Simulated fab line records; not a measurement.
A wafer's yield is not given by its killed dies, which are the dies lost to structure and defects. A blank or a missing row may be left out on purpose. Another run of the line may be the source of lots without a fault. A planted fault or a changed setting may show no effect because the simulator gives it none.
2 desks, one fault || flow rit cmos || only its own numbers are on each desk; what lay behind them is given at the end

FOR THE TOOL OWNER'S DESK: plasma asher-02
The tool's own readings at RIT_CONTACT_STRIP_12 (strips in O2, time 180 s): means of the sampled wafers that have a number, for each lot that ran on this tool. A lot is out of limits, marked OUT, if its mean lies more than 4 standard deviations from the usual mean; the brackets give that distance.
Columns: A = chamber pressure mTorr at RIT_CONTACT_STRIP_12, usual 4000 mTorr; B = drypump motor current A at RIT_CONTACT_STRIP_12, usual 6.0 A
{"lot": "L890", "first seen here": "day 3 10:43", "A": 4001, "B": 6.0}
{"lot": "L891", "first seen here": "day 3 17:56", "A": 4003, "B": 6.1}
{"lot": "L892", "first seen here": "day 3 21:17", "A": 4000, "B": 6.1}
{"lot": "L894", "first seen here": "day 4 05:20", "A": 3999, "B": 5.7}
{"lot": "L895", "first seen here": "day 4 09:55", "A": 4001, "B": 6.1}
{"lot": "L898", "first seen here": "day 5 03:34", "A": 3996, "B": 6.1}
{"lot": "L903", "first seen here": "day 6 03:17", "A": 4001, "B": 5.7}
{"lot": "L904", "first seen here": "day 6 05:06", "A": 3998, "B": 6.5}
{"lot": "L907", "first seen here": "day 6 22:07", "A": 3999, "B": 5.7}
Finding of this desk: none of the 9 lots has anything out of limits.

THE METROLOGY DESK
What the gauges read for every lot (on any tool): the sampled wafers with a number, averaged. A lot is out of limits, marked OUT, if its mean lies more than 4 standard deviations from the usual mean; the brackets give that distance.
Columns: A = PLDD_OVL at RIT_PLDD_OVL_MEAS_06, usual 0.5 nm; B = cd nm at RIT_CONTACT_CD_MEAS_08, usual 1000.2 nm
{"lot": "L890", "first seen here": "day 2 23:31", "A": -1.4, "B": 1001.7}
{"lot": "L891", "first seen here": "day 3 05:30", "A": 1.1, "B": 999.7}
{"lot": "L892", "first seen here": "day 3 09:50", "A": 0.9, "B": 999.5}
{"lot": "L894", "first seen here": "day 3 20:19", "A": 1.4, "B": 997.8}
{"lot": "L895", "first seen here": "day 4 00:41", "A": -0.7, "B": 1000.2}
{"lot": "L898", "first seen here": "day 4 17:04", "A": 0.3, "B": 997.2}
{"lot": "L901", "first seen here": "day 5 04:05", "A": 3.6, "B": 999.7}
{"lot": "L902", "first seen here": "day 5 08:32", "A": 0.1, "B": 1001.2}
{"lot": "L903", "first seen here": "day 5 17:33", "A": -1.3, "B": 1001.1}
{"lot": "L904", "first seen here": "day 5 19:50", "A": -0.3, "B": 1000.8}
{"lot": "L905", "first seen here": "day 6 02:32", "A": -0.4, "B": 1000.5}
{"lot": "L907", "first seen here": "day 6 12:50", "A": 1.1, "B": 1002.9}
{"lot": "L912", "first seen here": "day 7 14:27", "A": -0.8, "B": 1000.8}
{"lot": "L913", "first seen here": "day 7 18:37", "A": 1.7, "B": 1000.9}
Finding of this desk: none of the 14 lots has anything out of limits.

PUT TOGETHER
The desk of the tool owner found nothing out of limits.
From the metrology desk's view, nothing was out of limits.

WHAT THE SIMULATOR HAD INSERTED
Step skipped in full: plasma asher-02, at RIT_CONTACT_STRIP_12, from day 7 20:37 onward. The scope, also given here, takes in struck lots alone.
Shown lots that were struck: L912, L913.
